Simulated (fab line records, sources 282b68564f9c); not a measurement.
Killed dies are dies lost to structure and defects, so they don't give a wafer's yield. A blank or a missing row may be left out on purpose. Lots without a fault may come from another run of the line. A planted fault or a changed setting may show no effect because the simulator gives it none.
Which tool did it? | flow rit_cmos | 15 lots, 45 wafers sampled, at 2 steps of a route of 202

WHAT THE GAUGES READ, wafer by wafer
RIT_ACTIVE_CD_MEAS_90: target cd 1400 nm.
lot  | measured    | on        | cd_nm (nm)
L929 | day 1 15:34 | cd_sem-01 | 1397.2 1399.5 1399.9
L930 | day 1 20:20 | cd_sem-01 | 1399.5 1402.1 1399.1
L933 | day 2 11:10 | cd_sem-01 | 1401.1 1403.1 1399.2
L934 | day 2 17:15 | cd_sem-01 | 1400.6 1398.4 1400.6
L935 | day 2 21:02 | cd_sem-02 | 1398.1 1398.5 1401.8
L936 | day 3 02:08 | cd_sem-01 | 1402.3 1399.5 1399.6
L937 | day 3 07:01 | cd_sem-01 | 1400.3 1401.6 1398.2
L942 | day 4 08:26 | cd_sem-02 | 1402.3 1405.7 1404.0
L943 | day 4 13:21 | cd_sem-02 | 1395.2 1397.5 1396.5
L944 | day 4 18:17 | cd_sem-02 | 1399.2 1402.2 1402.0
L947 | day 5 09:02 | cd_sem-01 | 1402.5 1403.8 1402.3
L949 | day 5 23:50 | cd_sem-01 | 1393.7 1393.1 1392.6
L950 | day 6 05:26 | cd_sem-02 | 1400.7 1399.3 1399.3
L951 | day 6 05:38 | cd_sem-01 | 1396.9 1399.0 1397.5
L952 | day 6 10:08 | cd_sem-01 | 1397.9 1396.9 1399.0

RIT_FOX2_THK_MEAS_01.
lot  | measured    | on            | FOX2_OXIDE_THK (nm)
L929 | day 1 21:23 | film_metro-04 | 343 344 341
L930 | day 2 01:05 | film_metro-03 | 361 369 353
L933 | day 2 15:26 | film_metro-04 | 342 344 341
L934 | day 2 20:53 | film_metro-02 | 348 346 343
L935 | day 3 01:13 | film_metro-02 | 357 347 357
L936 | day 3 05:35 | film_metro-03 | 360 352 355
L937 | day 3 13:05 | film_metro-02 | 341 337 336
L942 | day 4 11:46 | film_metro-02 | 355 357 355
L943 | day 4 18:22 | film_metro-03 | 348 351 350
L944 | day 4 21:52 | film_metro-03 | 355 363 357
L947 | day 5 13:22 | film_metro-02 | 346 346 346
L949 | day 6 06:16 | film_metro-03 | 352 350 353
L950 | day 6 08:44 | film_metro-03 | 352 348 356
L951 | day 6 09:04 | film_metro-03 | 353 355 356
L952 | day 6 17:56 | film_metro-03 | 352 362 350

WHICH TOOL RAN EACH LOT (tool, then ch and the chambers of the sampled wafers, then the start)
The record holds no process step before these readings.

WHAT THE TOOLS THEMSELVES READ (means of the sampled wafers that have a number; where no wafer has one, the mark that the record gives instead)
The record holds no such reading with a usual standard deviation.

THE ANSWER, worked out from the rows above alone
Rule: what is usual is taken from the lots themselves. Put in order of their means at a reading, lots are off if they are a third of the lots or fewer, leave a main group of 4 or more, and stand apart from it by a gap of 3 or more times the standard deviation of the main group's means; of several such gaps the widest counts. A main group whose means are all the same, to the digits that the tables above print for the reading, isn't used. A lot without any number at a reading at which 4 lots or more have one is off too. The other lots that the step has rows for count as sound. The gauges are gone through in route order, then the tools' own readings, and for those a lot's mean is taken as printed above. The first step at which some lot is off is used, and at that step the reading that is off furthest; a lot without a number counts as furthest.
No lot is off at any reading shown: from this, nothing can be told.

WHAT THE SIMULATOR HAD PUT IN
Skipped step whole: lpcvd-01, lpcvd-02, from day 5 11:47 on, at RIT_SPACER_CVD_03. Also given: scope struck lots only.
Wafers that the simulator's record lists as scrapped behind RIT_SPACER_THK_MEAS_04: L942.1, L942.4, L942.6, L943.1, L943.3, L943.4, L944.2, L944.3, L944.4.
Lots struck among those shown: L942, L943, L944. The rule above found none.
